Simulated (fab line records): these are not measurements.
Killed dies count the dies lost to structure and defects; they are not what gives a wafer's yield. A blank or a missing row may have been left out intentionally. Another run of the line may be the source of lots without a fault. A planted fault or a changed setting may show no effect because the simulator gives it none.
fab line records ; flow rit_cmos
[record] lots = 6; wafers = 18; last_day = 7
route steps=202 shown PWELL@49 WELLDRIVE@50 NWELL@51 NRETRO@53 M1@202
lots that met no fault: from a run of the same line without faults
start_h: hours from the record's opening day to when the first of the lot's shown wafers began ; wait_h: hours from the lot's prior step to this one ; " repeats the value in the row above ; L1.1+2: several wafers, shown together as one row ; - no value present, or no start provided ; * or withheld: withheld ; < > ~ a bound
route shown NAME@n: names a module that has steps shown in the file, with the first one's number in the route ; usual: mean and standard deviation over wafers with no fault ; same: alike in all rows ; chamber/n: place in a boat ; sites: the reading at each site ; _std_site: the standard deviation of these ; _edge_site: the outer-site mean with the inner-site mean subtracted ; radius_mm: for every site, how far away it sits from the centre of the wafer ; mask NAME#n: copy n ; behind: the last tool/chamber to shape the wafer ; hold: the reason the lot was held/the length of the hold in hours/how it ended ; device: the transistor (n, p or np) that didn't switch ; end of line: the same wafers' tests at the end of the route ; where a step has no rows: the recipe by itself ; killed: not the wafer's yield, but the dies lost to structure and defects at the first sort ; map: per-die view of a wafer (x killed, . not killed, _ where there is no die)
set.NAME: the run value of the setting; set.NAME@STEP: its run value at that earlier step ; model.NAME: the simulator's own value behind a step, which no gauge read
lots seen at some steps along the route; tables by step, rows by wafer
services: when a tool's chamber went out of use (start_h, in hours from the record's first day, below 0 if earlier), for how many hours, and the reason
[[steps]]
[step RIT_PWELL_TW_MEAS_10]
[usual] PWELL_TW = 959/7.9
lot.wafer;tool;chamber;start_h;wait_h;PWELL_TW
L485.3;film_metro-01;-;46.05;0.1;957
L485.4;film_metro-01;-;46.05;0.1;961
L485.5;film_metro-01;-;46.05;0.1;963
L490.1;film_metro-01;-;71.33;0.1;958
L490.2;film_metro-01;-;71.33;0.1;959
L490.4;film_metro-01;-;71.33;0.1;956
L491.1;film_metro-01;-;75.98;0.1;965
L491.2;film_metro-01;-;75.98;0.1;960
L491.5;film_metro-01;-;75.98;0.1;959
L499.1;film_metro-03;-;115.73;0.1;943
L499.3;film_metro-03;-;115.73;0.1;940
L499.6;film_metro-03;-;115.73;0.1;942
L501.1;film_metro-01;-;123.97;0.1;952
L501.4;film_metro-01;-;123.97;0.1;956
L501.5;film_metro-01;-;123.97;0.1;960
L502.3;film_metro-04;-;130.01;0.1;966
L502.5;film_metro-04;-;130.01;0.1;964
L502.6;film_metro-04;-;130.01;0.1;961
[step RIT_WELLDRIVE_ANNEAL_00]
[recipe] temp_c = 1100; time_s = 14700; ambient = N2
[step RIT_WELLDRIVE_RS_MEAS_01]
[recipe] thk_meas_gauge = four-point-probe
[usual] NWELL_RS = 275.4/0.83
lot.wafer;tool;chamber;start_h;wait_h;NWELL_RS[ohm/sq]
L485.3;film_metro-01;-;54.76;0.0;275.4
L485.4;film_metro-01;-;54.76;0.0;275.7
L485.5;film_metro-01;-;54.76;0.0;274.9
L490.1;film_metro-01;-;78.64;0.0;275.4
L490.2;film_metro-01;-;78.64;0.0;274.5
L490.4;film_metro-01;-;78.64;0.0;275.6
L491.1;film_metro-01;-;82.40;0.0;277.4
L491.2;film_metro-01;-;82.40;0.0;276.5
L491.5;film_metro-01;-;82.40;0.0;276.8
L499.1;film_metro-03;-;120.87;0.0;274.1
L499.3;film_metro-03;-;120.87;0.0;275.1
L499.6;film_metro-03;-;120.87;0.0;274.3
L501.1;film_metro-04;-;129.12;0.0;273.6
L501.4;film_metro-04;-;129.12;0.0;273.8
L501.5;film_metro-04;-;129.12;0.0;274.5
L502.3;film_metro-03;-;135.17;0.0;274.8
L502.5;film_metro-03;-;135.17;0.0;275.1
L502.6;film_metro-03;-;135.17;0.0;275.4
[step RIT_WELLDRIVE_RS_MEAS_02]
[recipe] thk_meas_gauge = four-point-probe
[usual] PWELL_RS = 428.9/1.2
lot.wafer;tool;chamber;start_h;wait_h;PWELL_RS[ohm/sq]
L485.3;film_metro-01;-;54.88;0.1;430.1
L485.4;film_metro-01;-;54.88;0.1;430.3
L485.5;film_metro-01;-;54.88;0.1;430.5
L490.1;film_metro-01;-;78.76;0.1;428.1
L490.2;film_metro-01;-;78.76;0.1;427.7
L490.4;film_metro-01;-;78.76;0.1;429.6
L491.1;film_metro-01;-;82.52;0.1;428.0
L491.2;film_metro-01;-;82.52;0.1;428.9
L491.5;film_metro-01;-;82.52;0.1;428.3
L499.1;film_metro-03;-;120.99;0.1;427.9
L499.3;film_metro-03;-;120.99;0.1;427.3
L499.6;film_metro-03;-;120.99;0.1;428.9
L501.1;film_metro-04;-;129.24;0.1;430.8
L501.4;film_metro-04;-;129.24;0.1;430.0
L501.5;film_metro-04;-;129.24;0.1;429.5
L502.3;film_metro-03;-;135.29;0.1;429.9
L502.5;film_metro-03;-;135.29;0.1;427.7
L502.6;film_metro-03;-;135.29;0.1;428.0
[step RIT_NRETRO_HMDS_00]
[recipe] prime_time_s = 60; prime_temp_c = 140
[step RIT_NRETRO_COAT_01]
[recipe] resist = NOVOLAK; spin_rpm = 2000; resist_thk_nm = 1300
[step RIT_NRETRO_SOFTBAKE_02]
[recipe] resist = NOVOLAK; temp_c = 90; time_s = 60
[step RIT_NRETRO_EXPOSE_03]
[recipe] mask_id = M4; na = 0.57; target_cd_nm = 43900; dose_mj = 250
[step RIT_NRETRO_PEB_04]
[recipe] resist = NOVOLAK; temp_c = withheld; time_s = withheld
[step RIT_NRETRO_DEVELOP_05]
[recipe] resist = NOVOLAK; develop_time_s = 68; dev_temp_c = 23
[step RIT_NRETRO_OVL_MEAS_06]
[usual] NRETRO_OVL = 1.1/1.3
lot.wafer;tool;chamber;start_h;wait_h;NRETRO_OVL[nm]
L485.3;overlay-02;-;55.85;-;0.8
L485.4;overlay-02;-;55.85;-;1.3
L485.5;overlay-02;-;55.85;-;2.4
L490.1;overlay-02;-;79.76;-;-0.6
L490.2;overlay-02;-;79.76;-;-1.0
L490.4;overlay-02;-;79.76;-;0.5
L491.1;overlay-02;-;83.64;-;-0.6
L491.2;overlay-02;-;83.64;-;1.1
L491.5;overlay-02;-;83.64;-;-1.0
L499.1;overlay-02;-;121.99;-;1.3
L499.3;overlay-02;-;121.99;-;-0.1
L499.6;overlay-02;-;121.99;-;1.1
L501.1;overlay-02;-;130.24;-;4.0
L501.4;overlay-02;-;130.24;-;1.2
L501.5;overlay-02;-;130.24;-;1.0
L502.3;overlay-02;-;136.29;-;0.9
L502.5;overlay-02;-;136.29;-;0.8
L502.6;overlay-02;-;136.29;-;1.3
[step RIT_NRETRO_HARDBAKE_07]
[recipe] resist = NOVOLAK; temp_c = 140; time_s = 120
[step RIT_NRETRO_IMPLANT_08]
[recipe] species = P; energy_kev = 70; dose_cm2 = 1e+13; tilt_deg = 7
[usual] beam_energy_keV = 69.993/0.021
[same] implant_ion_amu = 31
lot.wafer;tool;chamber;start_h;wait_h;beam_energy_keV;model.implant.drp_nm
L485.3;implanter-03;0;56.18;0.2;69.967;33.94
L485.4;implanter-03;0;56.18;0.2;69.994;33.94
L485.5;implanter-03;0;56.18;0.2;69.987;33.94
L490.1;implanter-03;0;80.04;0.2;68.290;33.22
L490.2;implanter-03;0;80.04;0.2;68.239;33.22
L490.4;implanter-03;0;80.04;0.2;68.251;33.22
L491.1;implanter-03;0;83.93;0.2;68.292;33.22
L491.2;implanter-03;0;83.93;0.2;68.256;33.22
L491.5;implanter-03;0;83.93;0.2;68.261;33.22
L499.1;implanter-04;0;122.27;0.2;69.991;33.94
L499.3;implanter-04;0;122.27;0.2;69.980;33.94
L499.6;implanter-04;0;122.27;0.2;69.995;33.94
L501.1;implanter-02;0;130.52;0.2;69.979;33.94
L501.4;implanter-02;0;130.52;0.2;70.022;33.94
L501.5;implanter-02;0;130.52;0.2;69.974;33.94
L502.3;implanter-02;0;136.61;0.2;70.022;33.94
L502.5;implanter-02;0;136.61;0.2;70.019;33.94
L502.6;implanter-02;0;136.61;0.2;69.997;33.94
[step RIT_NRETRO_STRIP_09]
[recipe] chemistry = O2; time_s = 180; resist = NOVOLAK; platen_temp_c = withheld; power_w = 500; pressure_mtorr = 4000; o2_flow_sccm = 4000
[usual] drypump_motor_current_A = 5.86/0.19; o2_flow_sccm = 4000/13; rf_refl_power_W = 6.0/1.2
lot.wafer;tool;chamber;start_h;wait_h;drypump_motor_current_A;o2_flow_sccm;rf_hours_counter_h;rf_refl_power_W
L485.3;plasma_asher-03;1;56.34;0.1;5.64;4003;-;4.0
L485.4;plasma_asher-03;0;56.34;0.1;5.77;3997;-;7.6
L485.5;plasma_asher-03;0;56.34;0.1;5.76;4015;-;7.8
L490.1;plasma_asher-01;0;80.19;0.1;5.81;4001;43;5.0
L490.2;plasma_asher-01;1;80.19;0.1;5.77;4000;43;5.9
L490.4;plasma_asher-01;1;80.19;0.1;5.76;3993;-;5.8
L491.1;plasma_asher-04;1;84.08;0.1;6.15;4000;28;7.6
L491.2;plasma_asher-04;0;84.08;0.1;6.21;3977;28;6.7
L491.5;plasma_asher-04;1;84.08;0.1;6.15;4005;-;7.4
L499.1;plasma_asher-01;0;122.42;0.1;5.80;3995;48;5.1
L499.3;plasma_asher-01;0;122.42;0.1;5.83;3999;-;5.2
L499.6;plasma_asher-01;1;122.42;0.1;5.77;4014;-;6.0
L501.1;plasma_asher-04;0;130.67;0.1;6.21;4026;33;6.0
L501.4;plasma_asher-04;0;130.67;0.1;6.19;4001;-;6.0
L501.5;plasma_asher-04;0;130.67;0.1;6.20;3993;-;5.8
L502.3;plasma_asher-01;1;136.77;0.1;5.77;3987;-;5.9
L502.5;plasma_asher-01;1;136.77;0.1;5.78;3994;-;6.2
L502.6;plasma_asher-01;0;136.77;0.1;5.81;4001;-;5.1
[step RIT_M1_PROBE_99]
[usual] killed_at_contacts = 0.1/0.36; killed_at_front_end = 7/3.1; killed_dies = 7/3.1; killed_open = 3.6/2.1; killed_short = 3.2/1.9
[same] gross_dies = 264; killed_at_M0_to_M3 = 0; killed_at_M4_up = 0; killed_at_back_side = 0; killed_at_other = 0
lot.wafer;tool;chamber;start_h;wait_h;killed_at_contacts;killed_at_front_end;killed_dies;killed_open;killed_short
L485.3;prober-01;-;86.98;0.2;0;6;6;3;3
L485.4;prober-01;-;87.03;0.2;0;4;4;3;1
L485.5;prober-01;-;87.08;0.2;0;8;8;2;6
L490.1;prober-02;-;110.16;0.1;0;4;4;1;3
L490.2;prober-02;-;110.21;0.1;1;4;5;2;3
L490.4;prober-02;-;110.31;0.2;0;5;5;2;3
L491.1;prober-01;-;114.36;0.1;0;6;6;4;2
L491.2;prober-01;-;114.41;0.1;0;7;7;4;3
L491.5;prober-01;-;114.56;0.2;0;7;7;6;1
L499.1;prober-01;-;152.72;0.1;0;7;7;3;4
L499.3;prober-01;-;152.82;0.2;1;4;5;1;3
L499.6;prober-01;-;152.97;0.2;2;1;3;1;0
L501.1;prober-01;-;161.71;0.1;0;5;5;4;1
L501.4;prober-01;-;161.86;0.2;0;11;11;3;8
L501.5;prober-01;-;161.91;0.2;0;8;8;3;5
L502.3;prober-02;-;166.64;0.2;0;7;7;4;3
L502.5;prober-02;-;166.74;0.2;1;4;5;2;3
L502.6;prober-02;-;166.79;0.2;0;2;2;1;1
// killed by level:class
L485.3 SILICIDE:geometric_particle:short=2 SILICIDE:geometric_particle:open=2 GATE:geometric_particle:open=1 REOX:geometric_particle:short=1
L485.4 GATE:geometric_particle:open=2 FOX1:geometric_particle:short=1 SILICIDE:geometric_particle:open=1
L485.5 GATE:geometric_particle:short=3 FOX1:geometric_particle:short=2 GATE:geometric_particle:open=1 SPACER:geometric_particle:open=1 SILICIDE:geometric_particle:short=1
L490.1 SPACER:geometric_particle:short=2 GATE:geometric_particle:short=1 GATE:geometric_particle:open=1
L490.2 FOX1:geometric_particle:short=1 FOX2:geometric_particle:open=1 FOX2:geometric_particle:short=1 GATE:geometric_particle:open=1 CONTACT:geometric_particle:short=1
L490.4 FOX1:geometric_particle:open=1 FOX2:geometric_particle:open=1 FOX2:geometric_particle:short=1 REOX:geometric_particle:short=1 SILICIDE:geometric_particle:short=1
L491.1 GATE:geometric_particle:open=3 REOX:geometric_particle:open=1 SPACER:geometric_particle:short=1 SILICIDE:geometric_particle:short=1
L491.2 FOX1:geometric_particle:open=2 GATE:geometric_particle:open=2 GATE:geometric_particle:short=2 SPACER:geometric_particle:short=1
L491.5 GATE:geometric_particle:open=3 FOX1:geometric_particle:open=2 GATE:geometric_particle:short=1 SPACER:geometric_particle:open=1
L499.1 GATE:geometric_particle:open=2 GATE:geometric_particle:short=2 REOX:geometric_particle:short=1 SPACER:geometric_particle:short=1 SPACER:geometric_particle:open=1
L499.3 FOX1:geometric_particle:short=1 FOX2:geometric_particle:short=1 GATE:geometric_particle:open=1 SILICIDE:geometric_particle:short=1 CONTACT:coat_microbubble_printed=1
L499.6 CONTACT:coat_microbubble_printed=2 FOX1:geometric_particle:open=1
L501.1 FOX2:geometric_particle:open=1 FOX2:geometric_particle:short=1 GATE:geometric_particle:open=1 REOX:geometric_particle:open=1 SPACER:geometric_particle:open=1
L501.4 GATE:geometric_particle:short=3 FOX2:geometric_particle:short=2 GATE:geometric_particle:open=2 REOX:geometric_particle:short=2 SILICIDE:geometric_particle:short=1 SILICIDE:geometric_particle:open=1
L501.5 GATE:geometric_particle:short=3 FOX1:geometric_particle:open=1 GATE:geometric_particle:open=1 REOX:geometric_particle:short=1 SILICIDE:geometric_particle:short=1 SILICIDE:geometric_particle:open=1
L502.3 FOX1:geometric_particle:open=3 FOX1:geometric_particle:short=2 SPACER:geometric_particle:open=1 SPACER:geometric_particle:short=1
L502.5 GATE:geometric_particle:open=1 GATE:geometric_particle:short=1 REOX:geometric_particle:short=1 SILICIDE:geometric_particle:short=1 CONTACT:geometric_particle:open=1
L502.6 FOX1:geometric_particle:open=1 FOX1:geometric_particle:short=1
[[services]]
tool;chamber;start_h;hours;kind
implanter-03;-;38.57;3.5;repair
implanter-03;-;62.72;1.9;repair
implanter-02;-;74.22;1.7;repair
plasma_asher-04;-;105.75;0.9;repair
[[key]]
[first_sign] step = RIT_NRETRO_IMPLANT_08; reading = beam_energy_keV; direction = down; sigmas = 81; usual = 69.993; struck = 68.265
effect none on later readings
[model_effect] step = RIT_NRETRO_IMPLANT_08; value = implant.drp_nm; without = 33.94; struck = 33.22
met_at RIT_NRETRO_IMPLANT_08
struck_wafers L490.1,L490.2,L490.4,L491.1,L491.2,L491.5
tester_left_out L490,L491
onset_between 56.18 80.04
[fault] kind = process_parameter_drift; tool = implanter-03; chamber = -; onset_h = 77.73; steps = RIT_NRETRO_IMPLANT_08; channel = energy_kev; offset = -1.7458; shape = step; end_h = 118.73; acts_in = these_recipes_only; stated = 70
// tester_left_out: of these lots the tester's yield and bins aren't shown, on N5 and GAA mostly nor the transistor test; their killed dies are dies lost to structure and defects alone, not to doping, threshold or leakage, so they don't give the yield
